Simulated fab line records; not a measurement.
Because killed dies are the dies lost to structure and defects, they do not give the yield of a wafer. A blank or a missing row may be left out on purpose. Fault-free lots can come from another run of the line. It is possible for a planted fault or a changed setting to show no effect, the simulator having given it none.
The tool behind it: which one?    flow berkeley-cmos170    13 lots with 37 wafers sampled at 6 steps, on a route of 331 steps

## WHAT THE GAUGES SHOWED, per wafer
UCB170_V2_THK_MEAS_04. Usual: V2_POLISHED_THK typically reads 1000.2 nm, with standard deviation 1.3.
lot   measured      on             V2_POLISHED_THK (nm)  flag
L618  day 9 02:04   film-metro-02  998.1 998.9 1001.8    
L617  day 9 03:43   film-metro-02  1001.2 998.4 1000.9   
L622  day 10 03:57  film-metro-02  999.2 998.8 1003.1    
L625  day 10 16:03  film-metro-04  999.4 999.6 1001.2    
L624  day 10 17:32  film-metro-02  999.8                 
L626  day 11 08:40  film-metro-02  1001.2 1000.3 1001.2  
L629  day 11 09:50  film-metro-02  1001.3 1000.7 1000.1  
L631  day 11 17:04  film-metro-02  1000.0 1001.0 1001.4  
L630  day 11 18:02  film-metro-01  1000.8 1003.2 1000.3  
L633  day 12 04:37  film-metro-01  1002.2 1002.3 999.2   
L635  day 12 18:25  film-metro-04  1000.1 999.3 1000.8   
L639  day 13 03:56  film-metro-01  998.6 1000.3 999.4    
L637  day 13 04:13  film-metro-02  1002.5 1001.7 1001.6  

UCB170_M3_RS_MEAS_02: the measuring method here is four-point-probe. Usual: M3_AL_RS typically reads 0.0322 ohm/sq, with standard deviation 0.00042.
lot   measured      on             M3_AL_RS (ohm/sq)     flag
L618  day 9 04:00   film-metro-03  0.0323 0.0322 0.0324  
L617  day 9 06:41   film-metro-02  0.0326 0.0329 0.0327  
L622  day 10 05:52  film-metro-02  0.0316 0.0322 0.0317  
L625  day 10 17:51  film-metro-03  0.0318 0.0317 0.0315  
L624  day 10 20:30  film-metro-03  0.0355                OFF
L626  day 11 10:35  film-metro-04  0.0323 0.0325 0.0325  
L629  day 11 11:52  film-metro-04  0.0323 0.0317 0.0324  
L631  day 11 19:28  film-metro-03  0.0325 0.0317 0.0326  
L630  day 12 00:08  film-metro-04  0.0322 0.0327 0.0320  
L633  day 12 06:32  film-metro-03  0.0325 0.0319 0.0320  
L635  day 12 21:19  film-metro-02  0.0324 0.0323 0.0319  
L639  day 13 06:29  film-metro-02  0.0329 0.0323 0.0327  
L637  day 13 06:41  film-metro-03  0.0318 0.0320 0.0323  

UCB170_M3_THK_MEAS_03: measures by xrf. Usual: M3_AL_THK typically reads 902 nm, with standard deviation 11.
lot   measured      on             M3_AL_THK (nm)  flag
L618  day 9 04:06   film-metro-03  906 908 900     
L617  day 9 06:47   film-metro-02  894 883 892     
L622  day 10 05:59  film-metro-02  916 898 914     
L625  day 10 17:57  film-metro-03  909 910 918     
L624  day 10 20:34  film-metro-03  832             OFF
L626  day 11 10:41  film-metro-04  897 890 888     
L629  day 11 11:59  film-metro-04  895 908 896     
L631  day 11 19:35  film-metro-03  898 916 895     
L630  day 12 00:15  film-metro-04  907 894 917     
L633  day 12 06:38  film-metro-03  898 913 911     
L635  day 12 21:25  film-metro-02  905 901 913     
L639  day 13 06:35  film-metro-02  884 902 889     
L637  day 13 06:48  film-metro-03  915 911 897     

UCB170_M3_OVL_MEAS_16. Usual: M3_OVL typically reads 0 nm, with standard deviation 5.
lot   measured      on          M3_OVL (nm)  flag
L618  day 9 07:41   overlay-02  -9 -5 -6     
L617  day 9 09:16   overlay-02  -5 -10 -4    
L622  day 10 07:51  overlay-01  -3 0 -6      
L625  day 10 20:37  overlay-02  -3 -6 -3     
L624  day 10 23:23  overlay-02  -2           
L626  day 11 12:31  overlay-01  2 2 5        
L629  day 11 14:22  overlay-01  11 6 1       
L631  day 11 22:44  overlay-02  -4 2 1       
L630  day 12 03:11  overlay-01  -1 4 3       
L633  day 12 08:30  overlay-02  -2 6 1       
L635  day 13 00:13  overlay-01  2 -5 -5      
L639  day 13 08:42  overlay-02  -7 -9 -1     
L637  day 13 09:03  overlay-02  2 8 0        

## WHAT TOOL EACH LOT RAN ON (gives the tool, then ch and the chambers of the sampled wafers, and finally the start)
lot   UCB170_M2_STRIP_19                    UCB170_M3_SPUTTER_01
L618  plasma-asher-01 ch 0,1, day 9 01:13   pvd-sputter-02, day 9 03:53
L617  plasma-asher-02 ch 0,1, day 9 02:52   pvd-sputter-04, day 9 06:33
L622  plasma-asher-02 ch 0,1, day 10 03:06  pvd-sputter-02, day 10 05:47
L625  plasma-asher-04 ch 0,1, day 10 15:12  pvd-sputter-03, day 10 17:43
L624  plasma-asher-01 ch 0, day 10 16:42    pvd-sputter-04, day 10 20:22
L626  plasma-asher-04 ch 0,1, day 11 07:44  pvd-sputter-03, day 11 10:28
L629  plasma-asher-01 ch 0,1, day 11 08:47  pvd-sputter-03, day 11 11:47
L631  plasma-asher-01 ch 0,1, day 11 16:09  pvd-sputter-03, day 11 19:22
L630  plasma-asher-01 ch 0,1, day 11 17:10  pvd-sputter-02, day 12 00:02
L633  plasma-asher-02 ch 0,1, day 12 03:45  pvd-sputter-02, day 12 06:26
L635  plasma-asher-01 ch 0,1, day 12 17:34  pvd-sputter-03, day 12 21:12
L639  plasma-asher-01 ch 0,1, day 13 02:56  pvd-sputter-02, day 13 06:21
L637  plasma-asher-04 ch 0,1, day 13 03:20  pvd-sputter-03, day 13 06:35
- UCB170_M2_STRIP_19: strips in O2.
- UCB170_M3_SPUTTER_01: material Al, target thk 900 nm, time 120 s.

## WHAT THE TOOLS THEMSELVES READ (means of the sampled wafers that have a number; where no wafer has one, the mark that the record gives instead)
UCB170_M2_STRIP_19. Usual: drypump-motor-current-A 5.9 A, standard deviation 0.37; oes-product-au 0.548 a.u., standard deviation 0.016.
lot   tool             drypump-motor-current-A (A)  oes-product-au (a.u.)  flag
L618  plasma-asher-01  6.2                          0.548                  
L617  plasma-asher-02  6.0                          0.559                  
L622  plasma-asher-02  6.0                          0.552                  
L625  plasma-asher-04  5.7                          0.516                  
L624  plasma-asher-01  6.3                          0.562                  
L626  plasma-asher-04  5.7                          0.564                  
L629  plasma-asher-01  6.2                          0.537                  
L631  plasma-asher-01  6.3                          0.559                  
L630  plasma-asher-01  6.3                          0.544                  
L633  plasma-asher-02  5.9                          0.557                  
L635  plasma-asher-01  6.2                          0.538                  
L639  plasma-asher-01  6.3                          0.546                  
L637  plasma-asher-04  5.4                          0.533                  

UCB170_M3_SPUTTER_01. Usual: 29.5 % for throttle-valve-pct, sd 1.1.
lot   tool            throttle-valve-pct (%)  flag
L618  pvd-sputter-02  29.5                    
L617  pvd-sputter-04  28.2                    
L622  pvd-sputter-02  30.4                    
L625  pvd-sputter-03  30.8                    
L624  pvd-sputter-04  29.4                    
L626  pvd-sputter-03  29.1                    
L629  pvd-sputter-03  29.3                    
L631  pvd-sputter-03  29.3                    
L630  pvd-sputter-02  29.2                    
L633  pvd-sputter-02  30.0                    
L635  pvd-sputter-03  30.0                    
L639  pvd-sputter-02  29.1                    
L637  pvd-sputter-03  29.7                    

## THE ANSWER, worked out from the rows above alone
Rule: a lot is off if the mean of its wafers that have a number lies more than 3 standard deviations from the usual mean. A lot without any number at a reading at which 4 lots or more have one is off too. Where the step has rows for the other lots, those lots are counted as sound. Order of review: gauges by route order, followed by the tools' own readings, for which a lot's mean as printed above is used. At the first step where some lot is off, the reading lying furthest off is the one used; lots without a number count as furthest.
Off: L624, seen at UCB170_M3_RS_MEAS_02 (M3_AL_RS).
If a tool, at a process step before that reading, ran all the lots that are off and no sound lot after the first of them, it fits. The gauges at UCB170_M3_RS_MEAS_02 are tried like those tools. One fits: pvd-sputter-04 at UCB170_M3_SPUTTER_01. Its last sound lot is L617 (day 9 06:33), its first lot that is off L624 (day 10 20:22): a fault that began between those two fits.

## WHAT WAS PUT IN BY THE SIMULATOR
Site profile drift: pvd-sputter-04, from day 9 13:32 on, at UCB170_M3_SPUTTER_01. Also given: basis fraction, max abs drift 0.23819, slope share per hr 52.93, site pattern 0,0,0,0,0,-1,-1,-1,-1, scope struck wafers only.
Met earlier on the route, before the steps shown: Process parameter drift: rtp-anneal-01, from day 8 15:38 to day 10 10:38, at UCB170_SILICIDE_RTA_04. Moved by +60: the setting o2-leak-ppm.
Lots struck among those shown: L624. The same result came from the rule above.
